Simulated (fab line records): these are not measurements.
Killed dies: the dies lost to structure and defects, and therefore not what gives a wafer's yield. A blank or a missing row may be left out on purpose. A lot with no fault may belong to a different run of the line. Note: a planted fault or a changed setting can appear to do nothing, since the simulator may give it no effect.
The tool behind it: which one? | flow berkeley cmos170 | 14 lots, 42 wafers sampled, at 4 steps of a route of 331

WHAT THE GAUGES SHOWED, per wafer
UCB170_V2_THK_MEAS_04. Usual: V2_POLISHED_THK gives 1000.0 nm (standard deviation 1.2).
lot  | measured     | on            | V2_POLISHED_THK (nm) | flag
L472 | day 7 22:44  | film metro-02 | 999.3 1001.3 1001.8  |
L471 | day 7 23:18  | film metro-01 | 999.9 1000.2 999.9   |
L473 | day 7 23:39  | film metro-01 | 1000.8 1000.1 1000.5 |
L474 | day 7 23:25  | film metro-04 | 1000.2 999.5 998.0   |
L476 | day 8 12:06  | film metro-04 | 999.7 1000.4 999.6   |
L477 | day 9 01:50  | film metro-02 | 1000.0 1000.5 998.4  |
L478 | day 9 18:40  | film metro-02 | 999.7 1000.2 1000.1  |
L481 | day 9 18:47  | film metro-01 | 1000.0 1000.8 999.8  |
L486 | day 10 15:22 | film metro-01 | 1001.4 1002.2 1001.9 |
L492 | day 11 13:15 | film metro-01 | 999.7 999.4 1001.2   |
L488 | day 11 08:23 | film metro-04 | 1000.1 998.2 999.5   |
L491 | day 11 12:31 | film metro-04 | 999.5 998.7 998.5    |
L489 | day 11 08:09 | film metro-01 | 999.9 999.7 998.2    |
L494 | day 12 23:43 | film metro-01 | 999.3 998.6 999.4    |

UCB170_M3_RS_MEAS_02: uses a four-point probe to measure. Usual: M3_AL_RS gives 0.0322 ohm/sq (standard deviation 0.00032).
lot  | measured     | on            | M3_AL_RS (ohm/sq)    | flag
L472 | day 8 00:55  | film metro-01 | 0.0323 0.0323 0.0323 |
L471 | day 8 02:19  | film metro-04 | 0.0323 0.0322 0.0322 |
L473 | day 8 03:17  | film metro-03 | 0.0326 0.0328 0.0327 |
L474 | day 8 02:36  | film metro-04 | 0.0323 0.0326 0.0327 |
L476 | day 8 14:06  | film metro-01 | 0.0325 0.0325 0.0329 |
L477 | day 9 03:38  | film metro-03 | 0.0319 0.0316 0.0317 |
L478 | day 9 21:43  | film metro-01 | 0.0321 0.0323 0.0321 |
L481 | day 9 22:05  | film metro-01 | 0.0322 0.0323 0.0323 |
L486 | day 10 18:55 | film metro-04 | 0.0322 0.0323 0.0324 |
L492 | day 11 18:36 | film metro-04 | 0.0324 0.0327 0.0326 |
L488 | day 11 10:29 | film metro-01 | 0.0320 0.0321 0.0321 |
L491 | day 11 14:44 | film metro-03 | 0.0325 0.0321 0.0322 |
L489 | day 11 10:13 | film metro-04 | 0.0327 0.0328 0.0327 |
L494 | day 13 02:01 | film metro-04 | 0.0318 0.0321 0.0323 |

UCB170_M3_THK_MEAS_03: measures by xrf. Usual: M3_AL_THK gives 895 nm (standard deviation 9.9).
lot  | measured     | on            | M3_AL_THK (nm) | flag
L472 | day 8 01:02  | film metro-01 | 895 897 893    |
L471 | day 8 02:26  | film metro-04 | 887 893 895    |
L473 | day 8 03:24  | film metro-03 | 878 872 879    |
L474 | day 8 02:43  | film metro-04 | 885 880 886    |
L476 | day 8 14:13  | film metro-01 | 888 888 879    |
L477 | day 9 03:45  | film metro-03 | 910 910 910    |
L478 | day 9 21:50  | film metro-01 | 895 891 895    |
L481 | day 9 22:12  | film metro-01 | 895 890 894    |
L486 | day 10 19:01 | film metro-04 | 896 892 893    |
L492 | day 11 18:43 | film metro-04 | 889 882 888    |
L488 | day 11 10:36 | film metro-01 | 904 903 898    |
L491 | day 11 14:50 | film metro-03 | 890 900 896    |
L489 | day 11 10:20 | film metro-04 | 886 881 878    |
L494 | day 13 02:07 | film metro-04 | 908 900 890    |

EACH LOT AND THE TOOL THAT RAN IT (in order: tool; ch and the chambers of the sampled wafers; start)
lot  | UCB170_GATE_CLEAN_17
L472 | wet bench-04 ch 2, day 6 16:31
L471 | wet bench-04 ch 1, day 6 16:43
L473 | wet bench-03 ch 0, day 6 16:45
L474 | wet bench-04 ch 3, day 6 16:54
L476 | wet bench-03 ch 3, day 7 05:49
L477 | wet bench-04 ch 3, day 7 13:13
L478 | wet bench-04 ch 1, day 8 02:19
L481 | wet bench-04 ch 3, day 8 02:19
L486 | wet bench-03 ch 1, day 9 05:37
L492 | wet bench-03 ch 1, day 9 22:00
L488 | wet bench-03 ch 2, day 9 22:25
L491 | wet bench-03 ch 0, day 9 22:35
L489 | wet bench-03 ch 3, day 9 22:46
L494 | wet bench-03 ch 3, day 11 09:13
- UCB170_GATE_CLEAN_17: cleans in SPM, time 600 s.

AS READ BY THE TOOLS THEMSELVES (means over the sampled wafers that have a number; for cases with no such wafer, the mark the record gives instead)
The record holds no such reading with a usual standard deviation.

THE ANSWER, worked out from the rows above alone
Rule: a lot is off if the mean of its wafers that have a number lies more than 3 standard deviations from the usual mean. Also off: a lot with no number at a reading for which 4 or more lots have one. Where the step has rows for the other lots, those lots are counted as sound. First the gauges in route order, then the tools' own readings, where a lot's mean is used as printed above. At the first step where some lot is off, the reading lying furthest off is the one used; lots without a number count as furthest.
Across all readings shown, no lot is off: no conclusion can be drawn from this.

WHAT THE SIMULATOR HAD INSERTED
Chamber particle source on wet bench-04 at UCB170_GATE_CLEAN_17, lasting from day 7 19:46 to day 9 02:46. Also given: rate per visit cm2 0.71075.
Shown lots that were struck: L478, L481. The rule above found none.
